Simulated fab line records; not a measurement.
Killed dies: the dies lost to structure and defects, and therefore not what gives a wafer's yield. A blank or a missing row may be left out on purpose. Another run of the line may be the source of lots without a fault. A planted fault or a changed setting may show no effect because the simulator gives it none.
fab line records || flow ritCmos
[record] {"lots": 15, "wafers": 45, "lastDay": 7}
route steps=202 shown GATE@95 M1@202
lots with no fault: from the same line, run without faults
startH: the number of hours between the record's first day and the start of the first shown wafer of the lot || waitH: how many hours have passed since the lot's step before this one || " unchanged from the row above || L1.1+2: one row covering several wafers at once || - no value present, or no start provided || * or withheld: withheld || < > ~ a bound
route shown NAME@n: names a module that has steps shown in the file, with the first one's number in the route || usual: mean and standard deviation over wafers with no fault || same: alike in all rows || chamber/n: place in a boat || sites: readings site by site || _std_site: their standard deviation || _edge_site: inner sites' mean taken away from outer sites' mean || radiusMm: for every site, how far away it sits from the centre of the wafer || mask NAME#n: copy n || behind: the tool/chamber that last shaped the wafer || hold: cause of the lot's hold/its duration in hours/its outcome || device: the n, p or np transistor that did not switch || end of line: the same wafers' tests at the end of the route || a step given without rows: its recipe and nothing more || killed: dies lost to structure and defects at the first sort, not the wafer's yield || map: the dies of a wafer, with x for killed, . for not killed, _ for no die there
set.NAME: setting as actually run; set.NAME@STEP: the setting as run at that earlier step || model.NAME: the simulator's own value behind a step, which no gauge read
steps of the route over a sample of lots; a table a step, a row a wafer
services: when a tool's chamber went out of use (startH, in hours from the record's first day, below 0 if earlier), for how many hours, and the reason
[[steps]]
[step RIT_GATE_ETCH_19]
[recipe] {"chemistry": "SF6/CHF3/O2", "timeS": 165, "SF6_flow_sccm": 30, "CHF3_flow_sccm": 30, "O2_flow_sccm": 5, "target": "poly-Si", "pressureMtorr": 40, "rfW": 160, "targetDepthA": 3125, "overEtchFrac": 0.25, "stopOn": "SiO2"}
[usual] {"CHF3_flow_sccm": "30.02/0.084", "O2_flow_sccm": "4.999/0.013", "chamberPressureMTorr": "40.00/0.031", "drypumpMotorCurrentA": "5.7/0.5", "oesProductAu": "0.848/0.0095", "throttleValvePct": "10.29/0.14"}
{"lot.wafer": "L389.3", "tool": "rieSi-02", "chamber": 0, "startH": 38.56, "waitH": 0.1, "CHF3_flow_sccm": 30.11, "O2_flow_sccm": 4.996, "chamberPressureMTorr": 39.99, "drypumpMotorCurrentA": 6.0, "oesProductAu": 0.835, "rfHoursCounterH": 3, "throttleValvePct": 10.38}
{"lot.wafer": "L389.5", "tool": "rieSi-02", "chamber": 0, "startH": 38.56, "waitH": 0.1, "CHF3_flow_sccm": 29.97, "O2_flow_sccm": 4.976, "chamberPressureMTorr": 40.05, "drypumpMotorCurrentA": 6.1, "oesProductAu": 0.843, "rfHoursCounterH": "-", "throttleValvePct": 10.38}
{"lot.wafer": "L389.6", "tool": "rieSi-02", "chamber": 1, "startH": 38.56, "waitH": 0.1, "CHF3_flow_sccm": 29.98, "O2_flow_sccm": 5.000, "chamberPressureMTorr": 40.02, "drypumpMotorCurrentA": 5.2, "oesProductAu": 0.839, "rfHoursCounterH": "-", "throttleValvePct": 10.30}
{"lot.wafer": "L391.1", "tool": "rieSi-02", "chamber": 2, "startH": 49.15, "waitH": 0.1, "CHF3_flow_sccm": 30.14, "O2_flow_sccm": 5.012, "chamberPressureMTorr": 40.03, "drypumpMotorCurrentA": 6.5, "oesProductAu": 0.847, "rfHoursCounterH": 9, "throttleValvePct": 10.05}
{"lot.wafer": "L391.2", "tool": "rieSi-02", "chamber": 0, "startH": 49.15, "waitH": 0.1, "CHF3_flow_sccm": 30.06, "O2_flow_sccm": 5.007, "chamberPressureMTorr": 39.94, "drypumpMotorCurrentA": 6.1, "oesProductAu": 0.835, "rfHoursCounterH": 3, "throttleValvePct": 10.37}
{"lot.wafer": "L391.3", "tool": "rieSi-02", "chamber": 1, "startH": 49.15, "waitH": 0.1, "CHF3_flow_sccm": 30.09, "O2_flow_sccm": 5.013, "chamberPressureMTorr": 39.99, "drypumpMotorCurrentA": 5.2, "oesProductAu": 0.840, "rfHoursCounterH": 113, "throttleValvePct": 10.30}
{"lot.wafer": "L392.1", "tool": "rieSi-01", "chamber": 3, "startH": 53.17, "waitH": 0.1, "CHF3_flow_sccm": 29.90, "O2_flow_sccm": 4.986, "chamberPressureMTorr": 39.99, "drypumpMotorCurrentA": 4.9, "oesProductAu": 0.838, "rfHoursCounterH": 85, "throttleValvePct": 10.23}
{"lot.wafer": "L392.4", "tool": "rieSi-01", "chamber": 1, "startH": 53.17, "waitH": 0.1, "CHF3_flow_sccm": 30.06, "O2_flow_sccm": 5.016, "chamberPressureMTorr": 40.07, "drypumpMotorCurrentA": 5.8, "oesProductAu": 0.873, "rfHoursCounterH": 84, "throttleValvePct": 10.29}
{"lot.wafer": "L392.5", "tool": "rieSi-01", "chamber": 3, "startH": 53.17, "waitH": 0.1, "CHF3_flow_sccm": 29.97, "O2_flow_sccm": 4.995, "chamberPressureMTorr": 39.97, "drypumpMotorCurrentA": 4.9, "oesProductAu": 0.836, "rfHoursCounterH": "-", "throttleValvePct": 10.23}
{"lot.wafer": "L393.2", "tool": "rieSi-02", "chamber": 1, "startH": 59.69, "waitH": 0.1, "CHF3_flow_sccm": 29.99, "O2_flow_sccm": 4.994, "chamberPressureMTorr": 40.00, "drypumpMotorCurrentA": 5.2, "oesProductAu": 0.845, "rfHoursCounterH": 113, "throttleValvePct": 10.28}
{"lot.wafer": "L393.4", "tool": "rieSi-02", "chamber": 3, "startH": 59.69, "waitH": 0.1, "CHF3_flow_sccm": 30.08, "O2_flow_sccm": 4.981, "chamberPressureMTorr": 39.97, "drypumpMotorCurrentA": 5.3, "oesProductAu": 0.852, "rfHoursCounterH": 39, "throttleValvePct": 10.19}
{"lot.wafer": "L393.6", "tool": "rieSi-02", "chamber": 3, "startH": 59.69, "waitH": 0.1, "CHF3_flow_sccm": 30.07, "O2_flow_sccm": 4.984, "chamberPressureMTorr": 40.03, "drypumpMotorCurrentA": 5.3, "oesProductAu": 0.837, "rfHoursCounterH": "-", "throttleValvePct": 10.20}
{"lot.wafer": "L394.2", "tool": "rieSi-01", "chamber": 1, "startH": 67.51, "waitH": 0.1, "CHF3_flow_sccm": 29.99, "O2_flow_sccm": 5.018, "chamberPressureMTorr": 40.00, "drypumpMotorCurrentA": 5.8, "oesProductAu": 0.855, "rfHoursCounterH": 84, "throttleValvePct": 10.28}
{"lot.wafer": "L394.3", "tool": "rieSi-01", "chamber": 3, "startH": 67.51, "waitH": 0.1, "CHF3_flow_sccm": 29.91, "O2_flow_sccm": 5.000, "chamberPressureMTorr": 40.01, "drypumpMotorCurrentA": 4.9, "oesProductAu": 0.831, "rfHoursCounterH": 85, "throttleValvePct": 10.22}
{"lot.wafer": "L394.4", "tool": "rieSi-01", "chamber": 0, "startH": 67.51, "waitH": 0.1, "CHF3_flow_sccm": 30.23, "O2_flow_sccm": 4.991, "chamberPressureMTorr": 40.00, "drypumpMotorCurrentA": 6.0, "oesProductAu": 0.844, "rfHoursCounterH": 158, "throttleValvePct": 10.41}
{"lot.wafer": "L396.1", "tool": "rieSi-01", "chamber": 1, "startH": 72.92, "waitH": 0.1, "CHF3_flow_sccm": 29.92, "O2_flow_sccm": 5.017, "chamberPressureMTorr": 40.04, "drypumpMotorCurrentA": 5.8, "oesProductAu": 0.858, "rfHoursCounterH": 85, "throttleValvePct": 10.30}
{"lot.wafer": "L396.3", "tool": "rieSi-01", "chamber": 3, "startH": 72.92, "waitH": 0.1, "CHF3_flow_sccm": 30.08, "O2_flow_sccm": 5.004, "chamberPressureMTorr": 39.95, "drypumpMotorCurrentA": 4.9, "oesProductAu": 0.836, "rfHoursCounterH": 85, "throttleValvePct": 10.23}
{"lot.wafer": "L396.4", "tool": "rieSi-01", "chamber": 2, "startH": 72.92, "waitH": 0.1, "CHF3_flow_sccm": 30.18, "O2_flow_sccm": 4.982, "chamberPressureMTorr": 40.01, "drypumpMotorCurrentA": 5.8, "oesProductAu": 0.855, "rfHoursCounterH": 143, "throttleValvePct": 10.55}
{"lot.wafer": "L397.1", "tool": "rieSi-02", "chamber": 2, "startH": 83.14, "waitH": 0.1, "CHF3_flow_sccm": 30.04, "O2_flow_sccm": 5.002, "chamberPressureMTorr": 39.97, "drypumpMotorCurrentA": 6.5, "oesProductAu": 0.852, "rfHoursCounterH": 9, "throttleValvePct": 10.05}
{"lot.wafer": "L397.2", "tool": "rieSi-02", "chamber": 0, "startH": 83.14, "waitH": 0.1, "CHF3_flow_sccm": 29.89, "O2_flow_sccm": 5.007, "chamberPressureMTorr": 40.02, "drypumpMotorCurrentA": 6.1, "oesProductAu": 0.845, "rfHoursCounterH": 3, "throttleValvePct": 10.39}
{"lot.wafer": "L397.4", "tool": "rieSi-02", "chamber": 0, "startH": 83.14, "waitH": 0.1, "CHF3_flow_sccm": 30.04, "O2_flow_sccm": 4.976, "chamberPressureMTorr": 40.03, "drypumpMotorCurrentA": 6.1, "oesProductAu": 0.838, "rfHoursCounterH": "-", "throttleValvePct": 10.37}
{"lot.wafer": "L398.3", "tool": "rieSi-01", "chamber": 3, "startH": 83.41, "waitH": 0.1, "CHF3_flow_sccm": 29.98, "O2_flow_sccm": 4.991, "chamberPressureMTorr": 40.04, "drypumpMotorCurrentA": 4.9, "oesProductAu": 0.851, "rfHoursCounterH": 85, "throttleValvePct": 10.23}
{"lot.wafer": "L398.5", "tool": "rieSi-01", "chamber": 2, "startH": 83.41, "waitH": 0.1, "CHF3_flow_sccm": 30.07, "O2_flow_sccm": 4.997, "chamberPressureMTorr": 40.00, "drypumpMotorCurrentA": 5.8, "oesProductAu": 0.864, "rfHoursCounterH": "-", "throttleValvePct": 10.53}
{"lot.wafer": "L398.6", "tool": "rieSi-01", "chamber": 3, "startH": 83.41, "waitH": 0.1, "CHF3_flow_sccm": 29.97, "O2_flow_sccm": 5.001, "chamberPressureMTorr": 40.00, "drypumpMotorCurrentA": 4.9, "oesProductAu": 0.836, "rfHoursCounterH": "-", "throttleValvePct": 10.22}
{"lot.wafer": "L403.1", "tool": "rieSi-02", "chamber": 0, "startH": 107.74, "waitH": 0.1, "CHF3_flow_sccm": 30.14, "O2_flow_sccm": 4.976, "chamberPressureMTorr": 40.03, "drypumpMotorCurrentA": 6.0, "oesProductAu": 0.846, "rfHoursCounterH": 3, "throttleValvePct": 10.39}
{"lot.wafer": "L403.2", "tool": "rieSi-02", "chamber": 2, "startH": 107.74, "waitH": 0.1, "CHF3_flow_sccm": 29.99, "O2_flow_sccm": 5.025, "chamberPressureMTorr": 40.04, "drypumpMotorCurrentA": 6.5, "oesProductAu": 0.852, "rfHoursCounterH": 10, "throttleValvePct": 10.05}
{"lot.wafer": "L403.3", "tool": "rieSi-02", "chamber": 1, "startH": 107.74, "waitH": 0.1, "CHF3_flow_sccm": 29.91, "O2_flow_sccm": 5.022, "chamberPressureMTorr": 40.01, "drypumpMotorCurrentA": 5.2, "oesProductAu": 0.857, "rfHoursCounterH": 113, "throttleValvePct": 10.29}
{"lot.wafer": "L405.2", "tool": "rieSi-02", "chamber": 3, "startH": 121.71, "waitH": 0.1, "CHF3_flow_sccm": "-", "O2_flow_sccm": "-", "chamberPressureMTorr": "-", "drypumpMotorCurrentA": "-", "oesProductAu": "-", "rfHoursCounterH": "-", "throttleValvePct": "-"}
{"lot.wafer": "L405.4", "tool": "rieSi-02", "chamber": 1, "startH": 121.71, "waitH": 0.1, "CHF3_flow_sccm": "-", "O2_flow_sccm": "-", "chamberPressureMTorr": "-", "drypumpMotorCurrentA": "-", "oesProductAu": "-", "rfHoursCounterH": "-", "throttleValvePct": "-"}
{"lot.wafer": "L405.6", "tool": "rieSi-02", "chamber": 1, "startH": 121.71, "waitH": 0.1, "CHF3_flow_sccm": "-", "O2_flow_sccm": "-", "chamberPressureMTorr": "-", "drypumpMotorCurrentA": "-", "oesProductAu": "-", "rfHoursCounterH": "-", "throttleValvePct": "-"}
{"lot.wafer": "L406.2", "tool": "rieSi-01", "chamber": 0, "startH": 127.86, "waitH": 0.1, "CHF3_flow_sccm": "-", "O2_flow_sccm": "-", "chamberPressureMTorr": "-", "drypumpMotorCurrentA": "-", "oesProductAu": "-", "rfHoursCounterH": "-", "throttleValvePct": "-"}
{"lot.wafer": "L406.4", "tool": "rieSi-01", "chamber": 3, "startH": 127.86, "waitH": 0.1, "CHF3_flow_sccm": "-", "O2_flow_sccm": "-", "chamberPressureMTorr": "-", "drypumpMotorCurrentA": "-", "oesProductAu": "-", "rfHoursCounterH": "-", "throttleValvePct": "-"}
{"lot.wafer": "L406.6", "tool": "rieSi-01", "chamber": 1, "startH": 127.86, "waitH": 0.1, "CHF3_flow_sccm": "-", "O2_flow_sccm": "-", "chamberPressureMTorr": "-", "drypumpMotorCurrentA": "-", "oesProductAu": "-", "rfHoursCounterH": "-", "throttleValvePct": "-"}
{"lot.wafer": "L407.1", "tool": "rieSi-02", "chamber": 0, "startH": 131.33, "waitH": 0.1, "CHF3_flow_sccm": "-", "O2_flow_sccm": "-", "chamberPressureMTorr": "-", "drypumpMotorCurrentA": "-", "oesProductAu": "-", "rfHoursCounterH": "-", "throttleValvePct": "-"}
{"lot.wafer": "L407.4", "tool": "rieSi-02", "chamber": 2, "startH": 131.33, "waitH": 0.1, "CHF3_flow_sccm": "-", "O2_flow_sccm": "-", "chamberPressureMTorr": "-", "drypumpMotorCurrentA": "-", "oesProductAu": "-", "rfHoursCounterH": "-", "throttleValvePct": "-"}
{"lot.wafer": "L407.5", "tool": "rieSi-02", "chamber": 0, "startH": 131.33, "waitH": 0.1, "CHF3_flow_sccm": "-", "O2_flow_sccm": "-", "chamberPressureMTorr": "-", "drypumpMotorCurrentA": "-", "oesProductAu": "-", "rfHoursCounterH": "-", "throttleValvePct": "-"}
{"lot.wafer": "L408.4", "tool": "rieSi-01", "chamber": 2, "startH": 132.72, "waitH": 0.1, "CHF3_flow_sccm": 29.91, "O2_flow_sccm": 5.009, "chamberPressureMTorr": 40.00, "drypumpMotorCurrentA": 5.8, "oesProductAu": 0.860, "rfHoursCounterH": 143, "throttleValvePct": 10.54}
{"lot.wafer": "L408.5", "tool": "rieSi-01", "chamber": 1, "startH": 132.72, "waitH": 0.1, "CHF3_flow_sccm": 29.91, "O2_flow_sccm": 4.992, "chamberPressureMTorr": 39.99, "drypumpMotorCurrentA": 5.8, "oesProductAu": 0.866, "rfHoursCounterH": "-", "throttleValvePct": 10.30}
{"lot.wafer": "L408.6", "tool": "rieSi-01", "chamber": 2, "startH": 132.72, "waitH": 0.1, "CHF3_flow_sccm": 29.95, "O2_flow_sccm": 4.977, "chamberPressureMTorr": 39.96, "drypumpMotorCurrentA": 5.8, "oesProductAu": 0.851, "rfHoursCounterH": "-", "throttleValvePct": 10.55}
{"lot.wafer": "L410.1", "tool": "rieSi-01", "chamber": 1, "startH": 147.61, "waitH": 0.1, "CHF3_flow_sccm": 29.97, "O2_flow_sccm": 4.998, "chamberPressureMTorr": 39.99, "drypumpMotorCurrentA": 5.8, "oesProductAu": 0.858, "rfHoursCounterH": 85, "throttleValvePct": 10.28}
{"lot.wafer": "L410.5", "tool": "rieSi-01", "chamber": 1, "startH": 147.61, "waitH": 0.1, "CHF3_flow_sccm": 30.16, "O2_flow_sccm": 4.979, "chamberPressureMTorr": 40.00, "drypumpMotorCurrentA": 5.8, "oesProductAu": 0.858, "rfHoursCounterH": "-", "throttleValvePct": 10.29}
{"lot.wafer": "L410.6", "tool": "rieSi-01", "chamber": 3, "startH": 147.61, "waitH": 0.1, "CHF3_flow_sccm": 30.11, "O2_flow_sccm": 5.002, "chamberPressureMTorr": 40.01, "drypumpMotorCurrentA": 4.9, "oesProductAu": 0.836, "rfHoursCounterH": "-", "throttleValvePct": 10.24}
{"lot.wafer": "L411.2", "tool": "rieSi-02", "chamber": 3, "startH": 152.29, "waitH": 0.1, "CHF3_flow_sccm": 30.04, "O2_flow_sccm": 5.011, "chamberPressureMTorr": 40.01, "drypumpMotorCurrentA": 5.3, "oesProductAu": 0.847, "rfHoursCounterH": 40, "throttleValvePct": 10.20}
{"lot.wafer": "L411.4", "tool": "rieSi-02", "chamber": 1, "startH": 152.29, "waitH": 0.1, "CHF3_flow_sccm": 30.06, "O2_flow_sccm": 5.028, "chamberPressureMTorr": 40.01, "drypumpMotorCurrentA": 5.1, "oesProductAu": 0.849, "rfHoursCounterH": 113, "throttleValvePct": 10.28}
{"lot.wafer": "L411.6", "tool": "rieSi-02", "chamber": 2, "startH": 152.29, "waitH": 0.1, "CHF3_flow_sccm": 30.05, "O2_flow_sccm": 5.011, "chamberPressureMTorr": 40.00, "drypumpMotorCurrentA": 6.5, "oesProductAu": 0.854, "rfHoursCounterH": "-", "throttleValvePct": 10.04}
[step RIT_GATE_CD_MEAS_90]
[recipe] {"targetCdNm": 150}
[usual] {"cdNm": "149/3.1"}
{"lot.wafer": "L389.3", "tool": "cdSem-02", "chamber": "-", "startH": 38.89, "waitH": 0.1, "cdNm": 150}
{"lot.wafer": "L389.5", "tool": "cdSem-02", "chamber": "-", "startH": 38.89, "waitH": 0.1, "cdNm": 148}
{"lot.wafer": "L389.6", "tool": "cdSem-02", "chamber": "-", "startH": 38.89, "waitH": 0.1, "cdNm": 147}
{"lot.wafer": "L391.1", "tool": "cdSem-02", "chamber": "-", "startH": 49.43, "waitH": 0.1, "cdNm": 145}
{"lot.wafer": "L391.2", "tool": "cdSem-02", "chamber": "-", "startH": 49.43, "waitH": 0.1, "cdNm": 148}
{"lot.wafer": "L391.3", "tool": "cdSem-02", "chamber": "-", "startH": 49.43, "waitH": 0.1, "cdNm": 147}
{"lot.wafer": "L392.1", "tool": "cdSem-01", "chamber": "-", "startH": 53.45, "waitH": 0.1, "cdNm": 149}
{"lot.wafer": "L392.4", "tool": "cdSem-01", "chamber": "-", "startH": 53.45, "waitH": 0.1, "cdNm": 151}
{"lot.wafer": "L392.5", "tool": "cdSem-01", "chamber": "-", "startH": 53.45, "waitH": 0.1, "cdNm": 149}
{"lot.wafer": "L393.2", "tool": "cdSem-02", "chamber": "-", "startH": 59.99, "waitH": 0.1, "cdNm": 149}
{"lot.wafer": "L393.4", "tool": "cdSem-02", "chamber": "-", "startH": 59.99, "waitH": 0.1, "cdNm": 150}
{"lot.wafer": "L393.6", "tool": "cdSem-02", "chamber": "-", "startH": 59.99, "waitH": 0.1, "cdNm": 149}
{"lot.wafer": "L394.2", "tool": "cdSem-01", "chamber": "-", "startH": 67.81, "waitH": 0.1, "cdNm": 150}
{"lot.wafer": "L394.3", "tool": "cdSem-01", "chamber": "-", "startH": 67.81, "waitH": 0.1, "cdNm": 149}
{"lot.wafer": "L394.4", "tool": "cdSem-01", "chamber": "-", "startH": 67.81, "waitH": 0.1, "cdNm": 151}
{"lot.wafer": "L396.1", "tool": "cdSem-02", "chamber": "-", "startH": 73.21, "waitH": 0.1, "cdNm": 153}
{"lot.wafer": "L396.3", "tool": "cdSem-02", "chamber": "-", "startH": 73.21, "waitH": 0.1, "cdNm": 155}
{"lot.wafer": "L396.4", "tool": "cdSem-02", "chamber": "-", "startH": 73.21, "waitH": 0.1, "cdNm": 154}
{"lot.wafer": "L397.1", "tool": "cdSem-01", "chamber": "-", "startH": 83.42, "waitH": 0.1, "cdNm": 141}
{"lot.wafer": "L397.2", "tool": "cdSem-01", "chamber": "-", "startH": 83.42, "waitH": 0.1, "cdNm": 143}
{"lot.wafer": "L397.4", "tool": "cdSem-01", "chamber": "-", "startH": 83.42, "waitH": 0.1, "cdNm": 143}
{"lot.wafer": "L398.3", "tool": "cdSem-02", "chamber": "-", "startH": 83.74, "waitH": 0.1, "cdNm": 153}
{"lot.wafer": "L398.5", "tool": "cdSem-02", "chamber": "-", "startH": 83.74, "waitH": 0.1, "cdNm": 157}
{"lot.wafer": "L398.6", "tool": "cdSem-02", "chamber": "-", "startH": 83.74, "waitH": 0.1, "cdNm": 155}
{"lot.wafer": "L403.1", "tool": "cdSem-01", "chamber": "-", "startH": 108.02, "waitH": 0.1, "cdNm": 149}
{"lot.wafer": "L403.2", "tool": "cdSem-01", "chamber": "-", "startH": 108.02, "waitH": 0.1, "cdNm": 150}
{"lot.wafer": "L403.3", "tool": "cdSem-01", "chamber": "-", "startH": 108.02, "waitH": 0.1, "cdNm": 148}
{"lot.wafer": "L405.2", "tool": "cdSem-02", "chamber": "-", "startH": 122.01, "waitH": 0.1, "cdNm": "-"}
{"lot.wafer": "L405.4", "tool": "cdSem-02", "chamber": "-", "startH": 122.01, "waitH": 0.1, "cdNm": "-"}
{"lot.wafer": "L405.6", "tool": "cdSem-02", "chamber": "-", "startH": 122.01, "waitH": 0.1, "cdNm": "-"}
{"lot.wafer": "L406.2", "tool": "cdSem-02", "chamber": "-", "startH": 128.16, "waitH": 0.1, "cdNm": "-"}
{"lot.wafer": "L406.4", "tool": "cdSem-02", "chamber": "-", "startH": 128.16, "waitH": 0.1, "cdNm": "-"}
{"lot.wafer": "L406.6", "tool": "cdSem-02", "chamber": "-", "startH": 128.16, "waitH": 0.1, "cdNm": "-"}
{"lot.wafer": "L407.1", "tool": "cdSem-01", "chamber": "-", "startH": 131.61, "waitH": 0.1, "cdNm": "-"}
{"lot.wafer": "L407.4", "tool": "cdSem-01", "chamber": "-", "startH": 131.61, "waitH": 0.1, "cdNm": "-"}
{"lot.wafer": "L407.5", "tool": "cdSem-01", "chamber": "-", "startH": 131.61, "waitH": 0.1, "cdNm": "-"}
{"lot.wafer": "L408.4", "tool": "cdSem-02", "chamber": "-", "startH": 133.07, "waitH": 0.1, "cdNm": 150}
{"lot.wafer": "L408.5", "tool": "cdSem-02", "chamber": "-", "startH": 133.07, "waitH": 0.1, "cdNm": 152}
{"lot.wafer": "L408.6", "tool": "cdSem-02", "chamber": "-", "startH": 133.07, "waitH": 0.1, "cdNm": 151}
{"lot.wafer": "L410.1", "tool": "cdSem-01", "chamber": "-", "startH": 147.89, "waitH": 0.1, "cdNm": 152}
{"lot.wafer": "L410.5", "tool": "cdSem-01", "chamber": "-", "startH": 147.89, "waitH": 0.1, "cdNm": 150}
{"lot.wafer": "L410.6", "tool": "cdSem-01", "chamber": "-", "startH": 147.89, "waitH": 0.1, "cdNm": 150}
{"lot.wafer": "L411.2", "tool": "cdSem-02", "chamber": "-", "startH": 152.60, "waitH": 0.1, "cdNm": 148}
{"lot.wafer": "L411.4", "tool": "cdSem-02", "chamber": "-", "startH": 152.60, "waitH": 0.1, "cdNm": 148}
{"lot.wafer": "L411.6", "tool": "cdSem-02", "chamber": "-", "startH": 152.60, "waitH": 0.1, "cdNm": 146}
[step RIT_M1_PROBE_99]
[usual] {"killedAtContacts": "0.0/0.22", "killedAtFrontEnd": "7/3.3", "killedDies": "7/3.3", "killedOnRim": "1.9/1.4", "killedOpen": "3.3/1.9", "killedShort": "3.6/2.1"}
[same] {"grossDies": 264, "killed_at_M0_to_M3": 0, "killed_at_M4_up": 0, "killedAtBackSide": 0, "killedAtOther": 0}
{"lot.wafer": "L405.2", "tool": "prober-01", "chamber": "-", "startH": 144.40, "waitH": 0.1, "killedAtContacts": 0, "killedAtFrontEnd": 264, "killedDies": 264, "killedOnRim": 70, "killedOpen": 4, "killedShort": 3}
{"lot.wafer": "L405.4", "tool": "prober-01", "chamber": "-", "startH": 144.50, "waitH": 0.2, "killedAtContacts": 0, "killedAtFrontEnd": 264, "killedDies": 264, "killedOnRim": 70, "killedOpen": 5, "killedShort": 1}
{"lot.wafer": "L405.6", "tool": "prober-01", "chamber": "-", "startH": 144.60, "waitH": 0.2, "killedAtContacts": 0, "killedAtFrontEnd": 264, "killedDies": 264, "killedOnRim": 70, "killedOpen": 3, "killedShort": 3}
{"lot.wafer": "L406.2", "tool": "prober-02", "chamber": "-", "startH": 148.22, "waitH": 0.1, "killedAtContacts": 0, "killedAtFrontEnd": 264, "killedDies": 264, "killedOnRim": 70, "killedOpen": 1, "killedShort": 5}
{"lot.wafer": "L406.4", "tool": "prober-02", "chamber": "-", "startH": 148.32, "waitH": 0.2, "killedAtContacts": 0, "killedAtFrontEnd": 264, "killedDies": 264, "killedOnRim": 70, "killedOpen": 0, "killedShort": 0}
{"lot.wafer": "L406.6", "tool": "prober-02", "chamber": "-", "startH": 148.42, "waitH": 0.2, "killedAtContacts": 0, "killedAtFrontEnd": 264, "killedDies": 264, "killedOnRim": 70, "killedOpen": 0, "killedShort": 0}
{"lot.wafer": "L407.1", "tool": "prober-01", "chamber": "-", "startH": 150.66, "waitH": 0.1, "killedAtContacts": 0, "killedAtFrontEnd": 264, "killedDies": 264, "killedOnRim": 70, "killedOpen": 2, "killedShort": 4}
{"lot.wafer": "L407.4", "tool": "prober-01", "chamber": "-", "startH": 150.81, "waitH": 0.2, "killedAtContacts": 0, "killedAtFrontEnd": 264, "killedDies": 264, "killedOnRim": 70, "killedOpen": 4, "killedShort": 7}
{"lot.wafer": "L407.5", "tool": "prober-01", "chamber": "-", "startH": 150.86, "waitH": 0.2, "killedAtContacts": 0, "killedAtFrontEnd": 264, "killedDies": 264, "killedOnRim": 70, "killedOpen": 0, "killedShort": 3}
// killed by level:class
L405.2 GATE:areaEtch=257 FOX1:geometricParticle:open=2 GATE:geometricParticle:open=2 REOX:geometricParticle:short=2 GATE:geometricParticle:short=1
L405.4 GATE:areaEtch=258 GATE:geometricParticle:open=2 SPACER:geometricParticle:open=2 GATE:geometricParticle:short=1 SILICIDE:geometricParticle:open=1
L405.6 GATE:areaEtch=258 SPACER:geometricParticle:open=2 FOX1:geometricParticle:short=1 FOX2:geometricParticle:open=1 GATE:geometricParticle:short=1 SILICIDE:geometricParticle:short=1
L406.2 GATE:areaEtch=258 FOX1:geometricParticle:short=3 GATE:geometricParticle:short=1 REOX:geometricParticle:open=1 SPACER:geometricParticle:short=1
L406.4 GATE:areaEtch=264
L406.6 GATE:areaEtch=264
L407.1 GATE:areaEtch=258 REOX:geometricParticle:short=2 FOX1:geometricParticle:open=1 GATE:geometricParticle:open=1 GATE:geometricParticle:short=1 SPACER:geometricParticle:short=1
L407.4 GATE:areaEtch=253 REOX:geometricParticle:short=3 SPACER:geometricParticle:short=3 FOX1:geometricParticle:open=1 FOX1:geometricParticle:short=1 GATE:geometricParticle:open=1 REOX:geometricParticle:open=1 SPACER:geometricParticle:open=1
L407.5 GATE:areaEtch=261 SILICIDE:geometricParticle:short=2 GATE:geometricParticle:short=1
[[services]]
{"tool": "rieSi-01", "chamber": 3, "startH": 22.47, "hours": 6.1, "kind": "repair"}
{"tool": "rieSi-02", "chamber": 2, "startH": 60.10, "hours": 15.2, "kind": "repair"}
{"tool": "rieSi-02", "chamber": 1, "startH": 73.69, "hours": 13.0, "kind": "repair"}
{"tool": "rieSi-01", "chamber": 0, "startH": 74.24, "hours": "-", "kind": "clean"}
{"tool": "rieSi-01", "chamber": 0, "startH": 74.24, "hours": 21.4, "kind": "scheduledDown"}
{"tool": "rieSi-01", "chamber": 0, "startH": 74.24, "hours": 21.4, "kind": "ventCycle"}
{"tool": "rieSi-01", "chamber": 2, "startH": 143.03, "hours": "-", "kind": "clean"}
{"tool": "rieSi-01", "chamber": 2, "startH": 143.03, "hours": 20.9, "kind": "scheduledDown"}
{"tool": "rieSi-01", "chamber": 2, "startH": 143.03, "hours": 20.9, "kind": "ventCycle"}
[[key]]
[firstSign] {"step": "RIT_GATE_ETCH_19", "reading": "toolRecord", "direction": "missing"}
[effect] {"step": "RIT_GATE_CD_MEAS_90", "reading": "cdNm", "direction": "missing"}
[effect] {"step": "RIT_M1_PROBE_99", "reading": "killedAtFrontEnd", "direction": "up", "sigmas": 79, "usual": 7, "struck": 264}
[moreKillsBornAt] {"RIT_GATE_ETCH_19@rieSi-02": 1545, "RIT_GATE_ETCH_19@rieSi-01": 786}
metAt RIT_GATE_ETCH_19
struckLots L405,L406,L407
laterRowsLeftOut L405.2,L405.4,L405.6,L406.2,L406.4,L406.6,L407.1,L407.4,L407.5
testerLeftOut L405,L406,L407
onsetBetween 107.74 121.71
[fault] {"kind": "skippedStepWhole", "tool": "rieSi-01,rieSi-02", "chamber": "-", "onsetH": 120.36, "steps": "RIT_GATE_ETCH_19", "scope": "struckLotsOnly"}
// testerLeftOut: of these lots the tester's yield and bins aren't shown, on N5 and GAA mostly nor the transistor test; their killed dies are dies lost to structure and defects alone, not to doping, threshold or leakage, so they don't give the yield
// laterRowsLeftOut: the simulator's readings of these wafers behind a module that went badly wrong aren't trusted and aren't shown, but for the sort
